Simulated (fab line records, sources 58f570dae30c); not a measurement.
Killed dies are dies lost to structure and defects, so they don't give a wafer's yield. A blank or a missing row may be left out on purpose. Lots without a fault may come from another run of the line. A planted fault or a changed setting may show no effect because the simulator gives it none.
Split-lot experiment | flow berkeley_cmos170 | 5 lots, 23 wafers read, on a route of 331 steps

THE SPLIT
At UCB170_NVT_IMPLANT_07, the setting dose_cm2 was moved away from the recipe's 3e+12 on 8 of the 23 wafers read, by -6.5% to +7.0%. The other wafers ran this setting at the recipe's value.

FROM THE SPLIT TO THE READING: what the file shows between them, 1 step
- UCB170_NVT_STRIP_08: strips in O2

THE READING
NVT_TW, at UCB170_NVT_TW_MEAS_09. Fault-free wafers of this fab line usually give 523, standard deviation 3.7.

wafer  | tool, chamber at the split | dose_cm2 as run | against the recipe | NVT_TW | against lot-mates on the recipe
L076.1 | implanter-02, 0            | 3.087e+12       | +2.9%              | 519    | +2
L076.2 | implanter-02, 0            | 3e+12           | recipe             | 518    | -
L076.3 | implanter-02, 0            | 3e+12           | recipe             | 517    | -
L076.4 | implanter-02, 0            | 3.087e+12       | +2.9%              | 523    | +6
L076.6 | implanter-02, 0            | 3.087e+12       | +2.9%              | 523    | +6
L079.2 | implanter-02, 0            | 2.805e+12       | -6.5%              | 516    | -10
L079.3 | implanter-02, 0            | 2.805e+12       | -6.5%              | 515    | -11
L079.4 | implanter-02, 0            | 3e+12           | recipe             | 526    | -
L079.5 | implanter-02, 0            | 3e+12           | recipe             | 527    | -
L079.6 | implanter-02, 0            | 3e+12           | recipe             | 526    | -
L081.1 | implanter-03, 0            | 3e+12           | recipe             | 526    | -
L081.2 | implanter-03, 0            | 3e+12           | recipe             | 529    | -
L081.4 | implanter-03, 0            | 3e+12           | recipe             | 528    | -
L081.5 | implanter-03, 0            | 3e+12           | recipe             | 527    | -
L081.6 | implanter-03, 0            | 3e+12           | recipe             | 527    | -
L083.2 | implanter-02, 0            | 3e+12           | recipe             | 521    | -
L083.3 | implanter-02, 0            | 3e+12           | recipe             | 522    | -
L083.4 | implanter-02, 0            | 3.21e+12        | +7.0%              | 532    | +10
L083.5 | implanter-02, 0            | 3.21e+12        | +7.0%              | 533    | +12
L083.6 | implanter-02, 0            | 3.21e+12        | +7.0%              | 529    | +8
L085.1 | implanter-01, 0            | 3e+12           | recipe             | 521    | -
L085.3 | implanter-01, 0            | 3e+12           | recipe             | 522    | -
L085.6 | implanter-01, 0            | 3e+12           | recipe             | 521    | -

THE FIT
A straight line over all 23 wafers: NVT_TW changes by +1.01 for each +1% of dose_cm2; r = +0.68; the points scatter about the line by 3.7.
The same after taking each lot's own level away (the mean of its wafers on the recipe; 23 wafers): +1.51 for each +1%; r = +0.97; scatter 1.2.
On that fit, the largest move of dose_cm2 shifts the reading by 11.
The lots' own levels span 517.5 to 527.4, that is 2.7 times the standard deviation above.
So the lot-to-lot level blurs the effect unless lot-mates are compared.
Check: with one of the wafers moved furthest among these (+7.0%) left out of the fit, the line predicts +10.3 for it against its lot-mates. It came out at +10.5 against them.

OTHER SPLITS ON THESE WAFERS
These wafers also went through other splits before the reading. Each is held against what the fit with the lots' levels taken away leaves over:
other split on the same wafers      | wafers away from the commonest value | r with NVT_TW (lot level and that fit taken away)
UCB170_NWELL_CVD_04 temp_c          | 15                                   | -0.10
UCB170_PWELL_CVD_05 time_s          | 15                                   | +0.05
UCB170_PFIELD_IMPLANT_07 energy_kev | 8                                    | +0.01
UCB170_SACOX_OXIDATION_01 temp_c    | 10                                   | +0.09

THE FILE'S OWN FIT
NVT_TW changes by +1.51 for each +1% of dose_cm2, r = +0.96.
